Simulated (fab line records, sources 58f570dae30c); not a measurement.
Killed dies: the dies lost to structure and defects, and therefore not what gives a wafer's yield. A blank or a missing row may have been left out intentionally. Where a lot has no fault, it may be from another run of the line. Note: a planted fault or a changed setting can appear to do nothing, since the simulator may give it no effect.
fab line records    flow berkeley-cmos170    part 2 of 2: steps 27 to 33 of 33
record: lots: 5  wafers: 15  last-day: 12
route steps=331 shown NSD@207 PLDD@208 NLDD@209 SILICIDE@210 CONTACT@216 M1@238
lots that met no fault: taken from a fault-free run of the same line
start-h: the number of hours between the record's first day and the start of the first shown wafer of the lot    wait-h: hours elapsed since this lot's preceding step    " identical to the entry in the row above    L1.1+2: a single row standing in for several wafers    - no value present, or no start provided    * or withheld: withheld    < > ~ a bound
route shown NAME@n: a module of which the file shows steps, and the number in the route of the first    usual: mean/standard deviation taken from wafers without a fault    same: alike in all rows    chamber/n: place in a boat    sites: the reading at each site    _std_site: their standard deviation    _edge_site: mean of outer sites minus mean of inner sites    radius-mm: how far each site lies from the wafer's centre    mask NAME#n: copy n    behind: the last tool/chamber to shape the wafer    hold: the reason the lot was held/the length of the hold in hours/how it ended    device: names the non-switching transistor (n, p or np)    end of line: the same wafers' tests at the end of the route    for a step that has no rows: nothing shown but its recipe    killed: the dies lost at the first sort to structure and to defects; this is not the yield of the wafer    map: per-die view of a wafer (x killed, . not killed, _ where there is no die)
set.NAME: the setting that was run; set.NAME@STEP: the one run at that earlier step    model.NAME: the simulator's own value behind a step, which no gauge read
lots seen at some steps along the route; tables by step, rows by wafer
services: the hour from which a tool's chamber was out of use, counted from the record's first day as start-h (under 0 if before that day), plus the number of hours and why
== steps ==
step: UCB170_CONTACT_ETCH_17
recipe: chemistry: N2/H2  target-depth-a: withheld  overetch-a: withheld  target: BARC  time-s: withheld  source-w: 500  bias-w: 100  pressure-mtorr: 30  n2-flow-sccm: 100  h2-flow-sccm: 200
usual: chamber-pressure-mTorr: 30.00/0.038  drypump-motor-current-A: 5.6/0.4  oes-product-au: 1.000/0.022  throttle-valve-pct: 13.35/0.14
lot.wafer  tool         chamber  start-h  wait-h  chamber-pressure-mTorr  drypump-motor-current-A  oes-product-au  throttle-valve-pct
L076.1     rie-diel-02  1        174.73   0.0     30.03                   5.3                      0.970           13.32
L076.2     "            0        "        "       30.03                   5.5                      0.952           13.41
L076.3     "            2        "        "       29.99                   6.3                      1.014           13.53
L081.3     rie-diel-01  3        202.71   0.0     30.02                   5.3                      1.014           13.22
L081.5     "            1        "        "       30.00                   5.8                      1.035           13.36
L081.6     "            0        "        "       29.98                   6.1                      1.004           13.35
L083.2     rie-diel-03  1        203.05   0.0     30.01                   5.1                      0.987           13.49
L083.5     "            2        "        "       30.03                   5.3                      0.984           13.37
L083.6     "            1        "        "       29.97                   5.2                      0.993           13.49
L087.1     rie-diel-03  1        232.26   0.0     30.02                   5.1                      0.992           13.48
L087.2     "            3        "        "       30.01                   5.8                      1.010           13.59
L087.4     "            1        "        "       29.99                   5.1                      0.990           13.49
L094.3     rie-diel-03  2        260.90   0.0     30.02                   5.3                      0.992           13.37
L094.4     "            1        "        "       29.99                   5.1                      0.996           13.50
L094.5     "            0        "        "       30.00                   6.3                      0.983           13.29
step: UCB170_CONTACT_ETCH_18
recipe: chemistry: CHF3/CF4/Ar  target: PSG  stop-on: TiSi2  CHF3_flow_sccm: 45  cf4-flow-sccm: 15  Ar_flow_sccm: 150  pressure-mtorr: 200  rf-w: 700  target-depth-a: 8400  over-etch-frac: 0.2  time-s: 195
usual: chamber-pressure-mTorr: 200.02/0.19  drypump-motor-current-A: 5.6/0.4  mfc-ar-sccm: 149.9/0.42  oes-product-au: 0.898/0.014  throttle-valve-pct: 6.98/0.1
same: time-s: 195
lot.wafer  tool         chamber  start-h  wait-h  chamber-pressure-mTorr  drypump-motor-current-A  mfc-ar-sccm  oes-product-au  rf-hours-counter-h  throttle-valve-pct
L076.1     rie-diel-02  1        -        -       199.62                  5.3                      149.3        0.889           62                  6.99
L076.2     "            0        "        "       200.09                  5.4                      150.8        0.865           51                  7.03
L076.3     "            2        "        "       199.52                  6.3                      149.6        0.889           10                  7.01
L081.3     rie-diel-01  3        -        -       200.12                  5.4                      149.9        0.903           13                  6.92
L081.5     "            1        "        "       200.18                  5.8                      150.4        0.900           -                   7.01
L081.6     "            0        "        "       200.13                  6.1                      150.2        0.900           -                   6.98
L083.2     rie-diel-03  1        -        -       199.96                  5.1                      149.8        0.888           5                   7.02
L083.5     "            2        "        "       200.09                  5.3                      149.3        0.894           -                   7.04
L083.6     "            1        "        "       199.92                  5.1                      150.2        0.907           -                   7.03
L087.1     rie-diel-03  1        -        -       200.10                  5.1                      150.0        0.898           7                   7.03
L087.2     "            3        "        "       200.12                  5.8                      149.9        0.906           88                  7.16
L087.4     "            1        "        "       199.82                  5.1                      149.5        0.899           -                   7.03
L094.3     rie-diel-03  2        -        -       200.06                  5.3                      150.2        0.894           109                 7.03
L094.4     "            1        "        "       200.07                  5.1                      149.7        0.906           8                   7.04
L094.5     "            0        "        "       199.86                  6.3                      150.2        0.890           -                   6.96
step: UCB170_CONTACT_STRIP_19
recipe: chemistry: O2  power-w: 400  pressure-mtorr: 3500  platen-temp-c: withheld  o2-flow-sccm: 400  overash-fraction: 0.5
usual: chamber-pressure-mTorr: 3500/3.5  drypump-motor-current-A: 6.0/0.39  oes-product-au: 0.725/0.005
lot.wafer  tool             chamber  start-h  wait-h  chamber-pressure-mTorr  drypump-motor-current-A  oes-product-au  rf-hours-counter-h
L076.1     plasma-asher-01  1        174.89   -       3500                    5.5                      0.722           37
L076.2     "                0        "        "       3499                    6.2                      0.731           37
L076.3     "                0        "        "       3498                    6.2                      0.714           -
L081.3     plasma-asher-02  1        202.91   -       3498                    6.1                      0.724           -
L081.5     "                0        "        "       3499                    6.4                      0.725           -
L081.6     "                1        "        "       3501                    6.1                      0.729           -
L083.2     plasma-asher-01  1        203.22   -       3499                    5.4                      0.726           40
L083.5     "                0        "        "       3499                    6.2                      0.730           -
L083.6     "                1        "        "       3506                    5.4                      0.722           -
L087.1     plasma-asher-01  0        232.42   -       3505                    6.2                      0.723           43
L087.2     "                1        "        "       3502                    5.5                      0.721           43
L087.4     "                0        "        "       3499                    6.2                      0.725           -
L094.3     plasma-asher-04  1        261.11   -       3498                    5.5                      0.728           -
L094.4     "                0        "        "       3502                    6.4                      0.732           -
L094.5     "                0        "        "       3500                    6.4                      0.734           -
step: UCB170_CONTACT_CD_MEAS_90
recipe: target-cd-nm: 700
usual: cd-nm: 699.7/1.5
lot.wafer  tool       chamber  start-h  wait-h  cd-nm
L076.1     cd-sem-01  -        174.99   0.1     701.0
L076.2     "          -        "        "       700.9
L076.3     "          -        "        "       700.7
L081.3     cd-sem-02  -        203.02   0.1     698.3
L081.5     "          -        "        "       696.3
L081.6     "          -        "        "       699.7
L083.2     cd-sem-02  -        203.34   0.1     699.7
L083.5     "          -        "        "       700.0
L083.6     "          -        "        "       699.3
L087.1     cd-sem-02  -        232.52   0.1     697.8
L087.2     "          -        "        "       700.3
L087.4     "          -        "        "       700.6
L094.3     cd-sem-02  -        261.21   0.1     698.7
L094.4     "          -        "        "       697.8
L094.5     "          -        "        "       700.0
step: UCB170_CONTACT_CLEAN_20
recipe: chemistry: SPM  temp-c: 120  time-s: 600
usual: temp-c: 120.02/0.13
same: time-s: 600
lot.wafer  tool          chamber  start-h  wait-h  temp-c
L076.1     wet-bench-03  2        175.25   0.2     120.08
L076.2     "             2        "        "       119.89
L076.3     "             2        "        "       120.01
L081.3     wet-bench-03  1        203.10   0.1     120.01
L081.5     "             1        "        "       120.03
L081.6     "             1        "        "       119.83
L083.2     wet-bench-03  1        203.44   0.1     120.00
L083.5     "             1        "        "       120.09
L083.6     "             1        "        "       120.12
L087.1     wet-bench-04  1        232.64   0.1     119.84
L087.2     "             1        "        "       120.07
L087.4     "             1        "        "       120.26
L094.3     wet-bench-03  1        261.55   0.3     120.10
L094.4     "             1        "        "       120.02
L094.5     "             1        "        "       120.00
step: UCB170_M1_SPUTTER_00
recipe: material: Al  target-thk-nm: 600  time-s: 80  power-w: 6000  chamber-pressure-pa: 0.5
usual: cathode-dc-power-W: 6000.1/1.2  throttle-valve-pct: 30.2/0.78
same: time-s: 80
lot.wafer  tool            chamber  start-h  wait-h  cathode-dc-power-W  throttle-valve-pct
L076.1     pvd-sputter-02  -        175.44   0.0     6000.1              31.0
L076.2     "               -        "        "       6000.1              28.4
L076.3     "               -        "        "       6002.0              30.7
L081.3     pvd-sputter-02  -        203.29   0.0     5998.5              28.6
L081.5     "               -        "        "       5999.8              31.2
L081.6     "               -        "        "       5999.3              28.6
L083.2     pvd-sputter-04  -        203.63   0.0     5998.3              30.7
L083.5     "               -        "        "       6000.2              31.1
L083.6     "               -        "        "       6000.6              30.4
L087.1     pvd-sputter-02  -        232.84   0.0     5999.9              31.0
L087.2     "               -        "        "       6001.2              30.9
L087.4     "               -        "        "       6001.0              28.2
L094.3     pvd-sputter-04  -        261.74   0.0     5999.4              31.0
L094.4     "               -        "        "       6001.1              31.2
L094.5     "               -        "        "       5998.9              31.1
step: UCB170_M1_RS_MEAS_01
recipe: thk-meas-gauge: four-point-probe  reads: Al_of_M1_SPUTTER_00
usual: M1_AL_RS: 0.0486/0.00063
lot.wafer  tool           chamber  start-h  wait-h  M1_AL_RS[ohm/sq]
L076.1     film-metro-04  -        175.50   0.0     0.0493
L076.2     "              -        "        "       0.0486
L076.3     "              -        "        "       0.0487
L081.3     film-metro-04  -        203.39   0.1     0.0485
L081.5     "              -        "        "       0.0488
L081.6     "              -        "        "       0.0486
L083.2     film-metro-03  -        203.71   0.1     0.0495
L083.5     "              -        "        "       0.0492
L083.6     "              -        "        "       0.0481
L087.1     film-metro-02  -        232.90   0.0     0.0497
L087.2     "              -        "        "       0.0496
L087.4     "              -        "        "       0.0493
L094.3     film-metro-03  -        261.85   0.1     0.0486
L094.4     "              -        "        "       0.0494
L094.5     "              -        "        "       0.0491
== services ==
tool             chamber  start-h  hours  kind
krf-scanner-02   0        153.93   -      calibration
krf-scanner-01   -        155.49   1.0    pm
krf-scanner-01   0        155.79   -      calibration
rie-diel-01      3        156.14   8.5    repair
krf-scanner-01   -        157.32   0.6    repair
rie-diel-02      1        159.69   6.0    repair
pvd-sputter-04   -        163.37   2.1    repair
krf-scanner-01   -        166.84   1.3    pm
krf-scanner-02   -        175.65   8.2    repair
rtp-anneal-01    -        175.86   2.7    pm
pvd-sputter-01   -        191.67   3.1    repair
rie-diel-01      2        201.66   5.5    repair
krf-scanner-01   -        207.24   0.8    pm
krf-scanner-02   -        213.20   0.8    pm
krf-scanner-02   -        214.33   1.3    pm
rie-diel-01      0        215.21   3.0    repair
krf-scanner-02   -        216.35   0.4    repair
rie-diel-02      3        218.51   -      clean
rie-diel-02      3        218.51   24.3   scheduled-down
krf-scanner-01   -        219.01   0.8    pm
rie-diel-03      0        231.49   7.6    repair
plasma-asher-02  -        236.25   7.7    repair
krf-scanner-02   -        239.63   40.7   repair
krf-scanner-02   -        244.88   0.2    repair
